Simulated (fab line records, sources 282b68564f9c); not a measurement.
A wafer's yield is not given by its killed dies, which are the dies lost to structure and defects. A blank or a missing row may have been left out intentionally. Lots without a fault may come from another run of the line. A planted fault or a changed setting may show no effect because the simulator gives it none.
Problem report in the 8D (eight disciplines) form, filled by code	flow rit cmos	the parts of the form that need people (team, actions taken, sign-off) are left out

== 1. WHAT WENT WRONG ==
Across 4 wafers from 2 lots, CONTACT_TEOS_THK at RIT_CONTACT_THK_MEAS_01 averages 269 nm, while fault-free wafers read 400 nm with a standard deviation of 4.7. That puts it -28 standard deviations away from the usual mean.
Earliest sighting: wafer L712.3 on film metro-01 at day 5 22:55. The record has a number at this step for 12 wafers belonging to 4 lots. Rule for "out", or "out of limits": more than 4 standard deviations from the usual mean. All remaining wafers that have a number are taken as sound.

== 2. WHAT IT IS; WHAT IT IS NOT ==
question	is	is not
which readings at this step	CONTACT_TEOS_THK	-
which lots	L712, L715	L709, L714
which wafers of those lots	L712.3, L712.6, L715.3, L715.4	L712.2, L715.5
read on which gauges	film metro-01, film metro-02	-
when	from day 5 22:55	up to then (4 sound wafers); but 4 sound wafers of L714, L715 came after

== 3. SUSPECTS, AND WHAT RULES EACH OUT ==
Counting: a tool at a process step up to the reading stays a suspect if it ran every lot that is out. Sound lots after the first of them don't rule it out here, since some wafers of a struck lot are sound.
- the gauge at RIT_CONTACT_THK_MEAS_01: ruled out. 2 gauges (film metro-01, film metro-02) read the wafers that are out.
- pecvd-02 at RIT_CONTACT_CVD_00 (deposits SiO2 from TEOS, target thk 400 nm, time 61 s): kept. Every lot that is out went through it, the first being L712 (day 5 22:52); the last sound lot it ran before that was L709 (day 5 10:34).
- pecvd-02, RIT_CONTACT_CVD_00: wafers that are out in chamber 1, sound lot-mates in chambers 0, 2.
Left after counting: pecvd-02 at RIT_CONTACT_CVD_00.

== 4. THE CAUSE (what the simulator had put in) ==
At RIT_CONTACT_CVD_00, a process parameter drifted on pecvd-02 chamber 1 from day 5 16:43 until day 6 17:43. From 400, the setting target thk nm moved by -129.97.
This tool alone remained once counting was done.

== 5. SEQUENCE OF EFFECTS, ordered by route ==
One row per reading whose mean, taken over the struck wafers that have a number, lies over 3 standard deviations from the usual. Only readings for which the record gives a usual standard deviation are gone through. hours: the time from each lot's start at the first step in this table that gives one to its start at this step, as a median over the lots. sigmas: the change in usual standard deviations.
hours	step	reading	usual	on struck wafers	change	sigmas
0	RIT_CONTACT_THK_MEAS_01	CONTACT_TEOS_THK	400 nm	269	-131	-28

== 6. HOW IT WOULD HAVE BEEN CAUGHT EARLIER ==
Counted from the fault's start at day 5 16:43, it took 6 hours until the first out-of-limits reading at a measuring or inspecting step in this record, taken at day 5 22:55.
Of the tool readings at RIT_CONTACT_CVD_00 for which the record gives a usual standard deviation, none was out on any struck wafer, so an alarm limit of 4 standard deviations on them would not have fired.
Lots out: 2; of these, L715 started RIT_CONTACT_CVD_00 on pecvd-02 after day 5 22:55. Holding the tool at that time would have saved it.
